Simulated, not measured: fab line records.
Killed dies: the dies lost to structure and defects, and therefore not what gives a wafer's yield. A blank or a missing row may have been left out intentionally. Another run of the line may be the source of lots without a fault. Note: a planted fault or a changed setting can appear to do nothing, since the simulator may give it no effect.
2 desks looking at one fault ; flow rit cmos ; numbers are kept per desk, each desk with only its own; the story behind them comes last

## THE TOOL OWNER'S DESK: pvd sputter-03
The tool's own readings at RIT_M1_SPUTTER_00 (material Al, target thk 400 nm, time 500 s): means of the sampled wafers that have a number, for each lot that ran on this tool. If a lot's mean is further than 4 standard deviations from the usual mean, the lot is out of limits and carries the mark OUT (the distance appears in the brackets).
Columns: A = cathode dc power W at RIT_M1_SPUTTER_00, usual 2000.0 W; B = throttle valve pct at RIT_M1_SPUTTER_00, usual 30.5 %
lot;first seen here;A;B
L951;day 3 09:31;1999.8;29.7
L953;day 3 19:55;2000.2;29.6
L955;day 4 05:05;2000.3;30.4
L959;day 5 03:35;1999.8;30.5
L962;day 5 19:40;1921.7 (-99 or more) OUT;30.1
L967;day 6 23:53;1921.7 (-99 or more) OUT;30.1
This desk's finding: out of limits on L962, L967; first on L962, day 5 19:40 (cathode dc power W at RIT_M1_SPUTTER_00). L951, L953, L955, L959 stayed within limits.

## FROM THE METROLOGY DESK
What the gauges read, lot by lot, whatever tool the lot ran on: means of the sampled wafers that have a number. If a lot's mean is further than 4 standard deviations from the usual mean, the lot is out of limits and carries the mark OUT (the distance appears in the brackets).
Columns: A = PRETRO_TW at RIT_PRETRO_TW_MEAS_10, usual 476; B = M1_AL_RS at RIT_M1_RS_MEAS_01, usual 0.0732 ohm/sq; C = M1_AL_THK at RIT_M1_THK_MEAS_02, usual 402 nm
lot;first seen here;A;B;C
L950;day 2 07:15;473;0.0730;404
L951;day 2 12:53;480;0.0732;403
L953;day 2 23:05;479;0.0729;403
L955;day 3 08:14;473;0.0726;406
L956;day 3 13:27;471;0.0725;407
L958;day 3 23:41;471;0.0724;406
L959;day 4 05:38;477;0.0735;402
L960;day 4 11:05;474;0.0738;398
L962;day 4 21:13;475;0.0770 (+5.6) OUT;384 (-5.1) OUT
L963;day 5 02:11;477;0.0734;401
L967;day 6 01:17;476;0.0755;390
L968;day 6 07:55;480;0.0723;404
L969;day 6 12:29;476;0.0719;408
L971;day 6 20:14;479;0.0729;403
This desk reports L962 out of limits; the earliest was L962 at day 5 19:59 (M1_AL_RS at RIT_M1_RS_MEAS_01). L950, L951, L953, L955, L956, L958, L959, L960, L963, L967, L968, L969, L971 stayed within limits.

## TAKEN TOGETHER
At day 5 19:40, on L962, L967, the tool owner's desk was in a position to raise an alarm.
L962 would have let the metrology desk raise an alarm at day 5 19:59.
The metrology desk has L967 on record, within its limits.
On pvd sputter-03, each named lot ran RIT_M1_SPUTTER_00.

## WHAT HAD BEEN PUT IN BY THE SIMULATOR
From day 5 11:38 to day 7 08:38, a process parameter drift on pvd sputter-03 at RIT_M1_SPUTTER_00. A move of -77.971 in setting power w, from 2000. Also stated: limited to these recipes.
Struck lots among those shown: L962, L967.
Fault start to first reading out of limits, in hours, per desk: tool owner, 8; metrology, 8.
